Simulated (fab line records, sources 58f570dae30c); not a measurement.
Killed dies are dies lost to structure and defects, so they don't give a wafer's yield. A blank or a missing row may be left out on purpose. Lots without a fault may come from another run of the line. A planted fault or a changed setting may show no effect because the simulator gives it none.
Which tool did it? | flow berkeley_cmos170 | 6 lots, 18 wafers sampled, at 2 steps of a route of 331

WHAT THE GAUGES READ, wafer by wafer
UCB170_V2_BOW_MEAS_03.
lot  | measured     | on            | V2_BOW (um)
L295 | day 7 13:03  | film_metro-04 | 48 31 42
L298 | day 8 03:59  | film_metro-01 | 44 29 51
L302 | day 8 12:20  | film_metro-02 | 35 36 39
L300 | day 8 22:30  | film_metro-01 | 41 40 35
L309 | day 11 09:56 | film_metro-01 | 45 41 39
L314 | day 11 16:55 | film_metro-04 | 34 40 32

WHICH TOOL RAN EACH LOT (tool, then ch and the chambers of the sampled wafers, then the start)
lot  | UCB170_V2_CVD_00
L295 | pecvd-01 ch 0,2, day 7 12:32
L298 | pecvd-04 ch 0,1,2, day 8 03:29
L302 | pecvd-01 ch 1,2, day 8 11:49
L300 | pecvd-02 ch 0,1, day 8 21:56
L309 | pecvd-01 ch 0,1,2, day 11 09:23
L314 | pecvd-02 ch 0,1, day 11 16:23
- UCB170_V2_CVD_00: deposits SiO2 from TEOS/O2, target thk 2000 nm, time 250 s.

THE ANSWER, worked out from the rows above alone
Rule: what is usual is taken from the lots themselves. Put in order of their means at a reading, lots are off if they are a third of the lots or fewer, leave a main group of 4 or more, and stand apart from it by a gap of 3 or more times the standard deviation of the main group's means; of several such gaps the widest counts. A main group whose means are all the same, to the digits that the tables above print for the reading, isn't used. A lot without any number at a reading at which 4 lots or more have one is off too. The other lots that the step has rows for count as sound.
No lot is off at any reading shown: from this, nothing can be told.

WHAT THE SIMULATOR HAD PUT IN
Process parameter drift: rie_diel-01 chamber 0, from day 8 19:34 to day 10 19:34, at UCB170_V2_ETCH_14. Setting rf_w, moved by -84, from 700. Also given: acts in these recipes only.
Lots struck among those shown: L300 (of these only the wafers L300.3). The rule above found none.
